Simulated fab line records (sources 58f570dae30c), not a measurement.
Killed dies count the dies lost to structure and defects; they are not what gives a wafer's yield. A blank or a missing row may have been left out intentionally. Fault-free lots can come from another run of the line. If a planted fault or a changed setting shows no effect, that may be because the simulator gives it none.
Chamber matching | flow berkeleyCmos170 | 4 sister chambers for UCB170_CONTACT_ETCH_17 on rieDiel-03
The step etches BARC in N2/H2. 14 wafers are shown with their chamber, then 7 later ones without.

WAFERS WITH THEIR CHAMBER
wafer  | chamber | drypumpMotorCurrentA (A) | throttleValvePct (%) | oesProductAu (a.u.)
L791.2 | 2       | 5.4                      | 13.21                | 1.029
L791.5 | 2       | 5.4                      | 13.21                | 1.032
L791.6 | 3       | 5.0                      | 13.48                | 0.988
L793.1 | 2       | 5.4                      | 13.20                | 1.025
L793.5 | 3       | 5.0                      | 13.49                | 0.987
L793.6 | 0       | 6.1                      | 13.49                | 1.039
L794.1 | 3       | 5.0                      | 13.50                | 0.997
L794.2 | 1       | 5.8                      | 13.51                | 1.000
L794.6 | 0       | 6.1                      | 13.48                | 1.055
L803.1 | 3       | 5.0                      | 13.49                | 0.995
L803.4 | 0       | 6.2                      | 13.50                | 1.068
L803.5 | 2       | 5.4                      | 13.21                | 1.029
L806.1 | 0       | 6.1                      | 13.48                | 1.053
L806.2 | 2       | 5.4                      | 13.21                | 1.031

SIGNATURES (means of the wafers above)
reading              | chamber 0 | chamber 1 | chamber 2 | chamber 3 | scatter within a chamber
drypumpMotorCurrentA | 6.125     | 5.800     | 5.400     | 5.000     | 0.0274
throttleValvePct     | 13.4875   | 13.5100   | 13.2080   | 13.4900   | 0.00745
oesProductAu         | 1.05375   | 1.00000   | 1.02920   | 0.99175   | 0.00725
Rule: for each reading, subtract the chamber's mean from the wafer's reading, divide by that reading's scatter and square the result; add these up over the readings and take the root, which gives the wafer's distance from the chamber. If the next closest chamber is less than 2 further off than the closest, the wafer can't be placed; otherwise it belongs to the closest. The scatter: the root of (the sum of the squares of (reading less its chamber's mean) over the shown wafers, divided by (wafers less chambers)).

WAFERS WHOSE CHAMBER IS MISSING
wafer  | drypumpMotorCurrentA (A) | throttleValvePct (%) | oesProductAu (a.u.)
L806.5 | 5.8                      | 13.57                | 1.020
L809.2 | 5.0                      | 13.49                | 1.002
L809.3 | 6.1                      | 13.49                | 1.061
L809.5 | 6.1                      | 13.48                | 1.062
L808.1 | 5.8                      | 13.55                | 1.028
L808.2 | 5.0                      | 13.50                | 0.997
L808.3 | 6.1                      | 13.51                | 1.053

EACH ONE'S CHAMBER
wafer  | from the rows above | in truth
L806.5 | 1                   | 1
L809.2 | 3                   | 3
L809.3 | 0                   | 0
L809.5 | 0                   | 0
L808.1 | 1                   | 1
L808.2 | 3                   | 3
L808.3 | 0                   | 0
Placed correctly: 7 of 7. Can't be placed from these rows: 0. Number placed wrongly: 0.
